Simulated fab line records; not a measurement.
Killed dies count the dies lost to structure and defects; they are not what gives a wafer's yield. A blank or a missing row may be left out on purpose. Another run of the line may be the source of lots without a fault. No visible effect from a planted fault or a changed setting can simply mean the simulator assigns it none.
Check for tools in common | flow berkeleyCmos170 | 45 wafers sampled across 15 lots

## WHY IT WAS OPENED
UCB170_NSD_TW_MEAS_10, reading NSD_TW: flagged on 3 of 15 lots. Wafers without a fault read 4140, standard deviation 17.
Rule: a lot gets a flag if all its wafers with a number sit over 4 standard deviations from that mean, or if no wafer of it has a number. All remaining lots are regarded as sound.

lot  | measured     | on           | NSD_TW, wafer by wafer | flag
L551 | day 7 07:24  | filmMetro-03 | 4171 4149 4173         | 
L552 | day 8 13:23  | filmMetro-04 | 4155 4131 4141         | 
L554 | day 9 04:11  | filmMetro-04 | 4124 4124 4133         | 
L553 | day 9 04:21  | filmMetro-03 | 4136 4146 4146         | 
L556 | day 9 04:28  | filmMetro-02 | 4137 4127 4122         | 
L555 | day 9 04:38  | filmMetro-04 | 4023 3987 4017         | FLAGGED
L558 | day 9 11:03  | filmMetro-02 | 4132 4156 4127         | 
L557 | day 9 11:19  | filmMetro-04 | 3993 3993 3977         | FLAGGED
L561 | day 9 20:41  | filmMetro-02 | 4138 4156 4119         | 
L562 | day 10 03:46 | filmMetro-04 | 3998 4016 4000         | FLAGGED
L568 | day 11 10:28 | filmMetro-02 | 4121 4098 4125         | 
L571 | day 12 00:26 | filmMetro-04 | 4163 4146 4168         | 
L572 | day 12 00:39 | filmMetro-04 | 4126 4166 4141         | 
L570 | day 12 05:23 | filmMetro-04 | 4138 4132 4125         | 
L573 | day 14 02:46 | filmMetro-03 | 4131 4150 4136         | 
On average the flagged lots' numbers are 4000, which is -140 against the usual, or -8 standard deviations.

## EACH LOT AND THE TOOL IT RAN ON
3 process steps preceding the reading are held in the record, out of 331 steps in the route. Read each cell as the tool, then ch plus the chambers that the sampled wafers visited, then the start.
lot  | flag    | UCB170_NLDD_STRIP_10                | UCB170_NSD_IMPLANT_08           | UCB170_NSD_STRIP_09
L551 |         | plasmaAsher-03 ch 0,1, day 6 22:20  | implanter-01 ch 0, day 7 07:09  | plasmaAsher-01 ch 0,1, day 7 07:18
L552 |         | plasmaAsher-04 ch 0,1, day 7 23:31  | implanter-03 ch 0, day 8 13:08  | plasmaAsher-02 ch 0,1, day 8 13:17
L554 |         | plasmaAsher-04 ch 0,1, day 8 14:34  | implanter-03 ch 0, day 9 03:57  | plasmaAsher-01 ch 1, day 9 04:05
L553 |         | plasmaAsher-02 ch 0,1, day 8 15:01  | implanter-01 ch 0, day 9 04:06  | plasmaAsher-02 ch 0,1, day 9 04:15
L556 |         | plasmaAsher-04 ch 0,1, day 8 15:30  | implanter-02 ch 0, day 9 04:14  | plasmaAsher-03 ch 0,1, day 9 04:21
L555 | FLAGGED | plasmaAsher-03 ch 0,1, day 8 15:16  | implanter-03 ch 0, day 9 04:24  | plasmaAsher-01 ch 0,1, day 9 04:32
L558 |         | plasmaAsher-02 ch 0,1, day 8 23:11  | implanter-02 ch 0, day 9 10:49  | plasmaAsher-02 ch 0,1, day 9 10:56
L557 | FLAGGED | plasmaAsher-02 ch 0,1, day 9 00:11  | implanter-03 ch 0, day 9 11:05  | plasmaAsher-01 ch 0,1, day 9 11:13
L561 |         | plasmaAsher-04 ch 0,1, day 9 11:36  | implanter-02 ch 0, day 9 20:27  | plasmaAsher-02 ch 0,1, day 9 20:35
L562 | FLAGGED | plasmaAsher-03 ch 0,1, day 9 15:34  | implanter-03 ch 0, day 10 03:32 | plasmaAsher-02 ch 0,1, day 10 03:40
L568 |         | plasmaAsher-04 ch 0,1, day 10 22:11 | implanter-02 ch 0, day 11 10:13 | plasmaAsher-03 ch 0,1, day 11 10:21
L571 |         | plasmaAsher-02 ch 0,1, day 11 13:05 | implanter-02 ch 0, day 12 00:11 | plasmaAsher-03 ch 0,1, day 12 00:20
L572 |         | plasmaAsher-03 ch 0,1, day 11 12:47 | implanter-01 ch 0, day 12 00:26 | plasmaAsher-01 ch 0,1, day 12 00:34
L570 |         | plasmaAsher-04 ch 0,1, day 11 13:55 | implanter-02 ch 0, day 12 05:08 | plasmaAsher-01 ch 0,1, day 12 05:17
L573 |         | plasmaAsher-03 ch 1, day 13 12:01   | implanter-02 ch 0, day 14 02:31 | plasmaAsher-03 ch 0, day 14 02:40
These steps, and what they do:
- UCB170_NLDD_STRIP_10: strips in O2.
- UCB170_NSD_IMPLANT_08
- UCB170_NSD_STRIP_09: strips in O2.
- UCB170_NSD_TW_MEAS_10

## FLAGGED AGAINST TOTAL, ONE TOOL AT A TIME (gauges that did the reading follow at the end)
step                  | tool           | lots run | flagged | share of the flagged lots | sound lots run after its first flagged lot
UCB170_NLDD_STRIP_10  | plasmaAsher-02 | 4        | 1       | some                      | 1 (L571)
UCB170_NLDD_STRIP_10  | plasmaAsher-03 | 5        | 2       | some                      | 2 (L572,L573)
UCB170_NLDD_STRIP_10  | plasmaAsher-04 | 6        | 0       | none                      | -
UCB170_NSD_IMPLANT_08 | implanter-01   | 3        | 0       | none                      | -
UCB170_NSD_IMPLANT_08 | implanter-02   | 7        | 0       | none                      | -
UCB170_NSD_IMPLANT_08 | implanter-03   | 5        | 3       | all                       | 0
UCB170_NSD_STRIP_09   | plasmaAsher-01 | 6        | 2       | some                      | 2 (L572,L570)
UCB170_NSD_STRIP_09   | plasmaAsher-02 | 5        | 1       | some                      | 0
UCB170_NSD_STRIP_09   | plasmaAsher-03 | 4        | 0       | none                      | -
UCB170_NSD_TW_MEAS_10 | filmMetro-02   | 4        | 0       | none                      | -
UCB170_NSD_TW_MEAS_10 | filmMetro-03   | 3        | 0       | none                      | -
UCB170_NSD_TW_MEAS_10 | filmMetro-04   | 8        | 3       | all                       | 3 (L571,L572,L570)

## THE TABLE: WHAT IT ALLOWS
implanter-03 at UCB170_NSD_IMPLANT_08 and filmMetro-04 at UCB170_NSD_TW_MEAS_10 are the 2 rows of the table that ran each flagged lot.
- implanter-03 at UCB170_NSD_IMPLANT_08: 3 of its 5 lots flagged. Its last sound lot is L554 (day 9 03:57), its first flagged lot L555 (day 9 04:24): a fault that began between those two fits. Its own readings lie more than 4 standard deviations out on every wafer of the flagged lots: beamEnergyKeV.
- filmMetro-04 at UCB170_NSD_TW_MEAS_10: 3 of its 8 lots flagged. Sound lots followed the first flagged one (L571, L572, L570) on it, something a lasting fault affecting the whole tool could not allow.
What remains is a single tool, implanter-03 at UCB170_NSD_IMPLANT_08.

## WHAT HAD BEEN PUT IN BY THE SIMULATOR
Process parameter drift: implanter-03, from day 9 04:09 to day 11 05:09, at UCB170_NSD_IMPLANT_08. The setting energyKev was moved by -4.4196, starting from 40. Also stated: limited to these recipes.
Struck lots among those shown: L555, L557, L562. This agrees with what the rule above found.
